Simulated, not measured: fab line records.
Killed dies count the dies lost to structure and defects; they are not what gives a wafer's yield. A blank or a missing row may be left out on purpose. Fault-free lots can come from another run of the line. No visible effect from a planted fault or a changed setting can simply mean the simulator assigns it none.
Check of tool commonality / flow ritCmos / Sampled: 14 lots, 42 wafers

== REASON FOR OPENING ==
At RIT_PRETRO_TW_MEAS_10 the reading PRETRO_TW is flagged on 2 of 14 lots. Wafers without a fault read 473.4, standard deviation 3.
Rule: a lot is flagged in two cases, either no wafer of it has a number, or all its wafers with numbers fall more than 4 standard deviations from that mean. All remaining lots are regarded as sound.

lot=L291; measured=day 2 08:56; on=filmMetro-01; PRETRO_TW, wafer by wafer=471.9 471.4 472.0; flag=
lot=L292; measured=day 2 12:28; on=filmMetro-01; PRETRO_TW, wafer by wafer=472.5 474.3 471.9; flag=
lot=L293; measured=day 2 18:16; on=filmMetro-02; PRETRO_TW, wafer by wafer=478.6 480.1 477.6; flag=
lot=L294; measured=day 2 23:40; on=filmMetro-04; PRETRO_TW, wafer by wafer=480.1 478.5 477.0; flag=
lot=L298; measured=day 3 19:12; on=filmMetro-01; PRETRO_TW, wafer by wafer=470.3 470.5 470.3; flag=
lot=L299; measured=day 3 23:20; on=filmMetro-01; PRETRO_TW, wafer by wafer=471.1 470.6 469.8; flag=
lot=L301; measured=day 4 09:51; on=filmMetro-04; PRETRO_TW, wafer by wafer=476.4 474.6 474.8; flag=
lot=L302; measured=day 4 14:28; on=filmMetro-01; PRETRO_TW, wafer by wafer=391.0 391.7 393.2; flag=FLAGGED
lot=L304; measured=day 5 00:52; on=filmMetro-01; PRETRO_TW, wafer by wafer=392.2 393.6 393.6; flag=FLAGGED
lot=L308; measured=day 5 20:35; on=filmMetro-02; PRETRO_TW, wafer by wafer=470.6 471.5 470.1; flag=
lot=L311; measured=day 6 11:58; on=filmMetro-01; PRETRO_TW, wafer by wafer=471.3 471.5 470.3; flag=
lot=L312; measured=day 6 17:02; on=filmMetro-02; PRETRO_TW, wafer by wafer=477.2 475.6 475.1; flag=
lot=L313; measured=day 6 22:00; on=filmMetro-04; PRETRO_TW, wafer by wafer=478.2 478.6 474.2; flag=
lot=L314; measured=day 7 03:07; on=filmMetro-01; PRETRO_TW, wafer by wafer=472.2 473.1 470.1; flag=
On average the flagged lots' numbers are 392.6, which is -80.8 against the usual, or -27 standard deviations.

== TOOL THAT RAN EACH LOT ==
The record holds 1 process step before the reading, out of a route of 202 steps. Cell contents, in order: the tool; ch with the chambers the sampled wafers went through; the start.
lot=L291; flag=; RIT_PRETRO_IMPLANT_08=implanter-01 ch 0, day 2 08:37
lot=L292; flag=; RIT_PRETRO_IMPLANT_08=implanter-03 ch 0, day 2 12:10
lot=L293; flag=; RIT_PRETRO_IMPLANT_08=implanter-01 ch 0, day 2 17:58
lot=L294; flag=; RIT_PRETRO_IMPLANT_08=implanter-01 ch 0, day 2 23:22
lot=L298; flag=; RIT_PRETRO_IMPLANT_08=implanter-02 ch 0, day 3 18:55
lot=L299; flag=; RIT_PRETRO_IMPLANT_08=implanter-03 ch 0, day 3 23:02
lot=L301; flag=; RIT_PRETRO_IMPLANT_08=implanter-02 ch 0, day 4 09:32
lot=L302; flag=FLAGGED; RIT_PRETRO_IMPLANT_08=implanter-02 ch 0, day 4 14:08
lot=L304; flag=FLAGGED; RIT_PRETRO_IMPLANT_08=implanter-02 ch 0, day 5 00:34
lot=L308; flag=; RIT_PRETRO_IMPLANT_08=implanter-03 ch 0, day 5 20:16
lot=L311; flag=; RIT_PRETRO_IMPLANT_08=implanter-01 ch 0, day 6 11:39
lot=L312; flag=; RIT_PRETRO_IMPLANT_08=implanter-01 ch 0, day 6 16:42
lot=L313; flag=; RIT_PRETRO_IMPLANT_08=implanter-03 ch 0, day 6 21:40
lot=L314; flag=; RIT_PRETRO_IMPLANT_08=implanter-01 ch 0, day 7 02:47
These steps, and what they do:
- RIT_PRETRO_IMPLANT_08
- RIT_PRETRO_TW_MEAS_10

== FLAGGED OVER TOTAL, TOOL BY TOOL (the gauges that took the reading come last) ==
step=RIT_PRETRO_IMPLANT_08; tool=implanter-01; lots run=6; flagged=0; share of the flagged lots=none; sound lots run after its first flagged lot=-
step=RIT_PRETRO_IMPLANT_08; tool=implanter-02; lots run=4; flagged=2; share of the flagged lots=all; sound lots run after its first flagged lot=0
step=RIT_PRETRO_IMPLANT_08; tool=implanter-03; lots run=4; flagged=0; share of the flagged lots=none; sound lots run after its first flagged lot=-
step=RIT_PRETRO_TW_MEAS_10; tool=filmMetro-01; lots run=8; flagged=2; share of the flagged lots=all; sound lots run after its first flagged lot=2 (L311,L314)
step=RIT_PRETRO_TW_MEAS_10; tool=filmMetro-02; lots run=3; flagged=0; share of the flagged lots=none; sound lots run after its first flagged lot=-
step=RIT_PRETRO_TW_MEAS_10; tool=filmMetro-04; lots run=3; flagged=0; share of the flagged lots=none; sound lots run after its first flagged lot=-

== WHAT THE TABLE ALLOWS ==
2 rows of the table ran every flagged lot: implanter-02 at RIT_PRETRO_IMPLANT_08, filmMetro-01 at RIT_PRETRO_TW_MEAS_10.
- implanter-02 at RIT_PRETRO_IMPLANT_08: 2 of its 4 lots flagged. A fault beginning between L301 (day 4 09:32), its last sound lot, and L302 (day 4 14:08), its first flagged one, fits the data. Its own readings lie more than 4 standard deviations out on every wafer of the flagged lots: doseIonsCm2, faradayCurrentUA.
- filmMetro-01 at RIT_PRETRO_TW_MEAS_10: 2 of its 8 lots flagged. Sound lots ran on it after the first flagged one (L311, L314), which a lasting fault on the whole tool wouldn't allow.
What remains is a single tool, implanter-02 at RIT_PRETRO_IMPLANT_08.

== WHAT HAD BEEN PUT IN BY THE SIMULATOR ==
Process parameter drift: implanter-02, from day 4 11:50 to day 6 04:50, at RIT_PRETRO_IMPLANT_08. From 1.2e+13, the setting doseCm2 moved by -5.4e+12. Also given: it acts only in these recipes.
Lots struck among those shown: L302, L304. The rule given above showed the same thing.
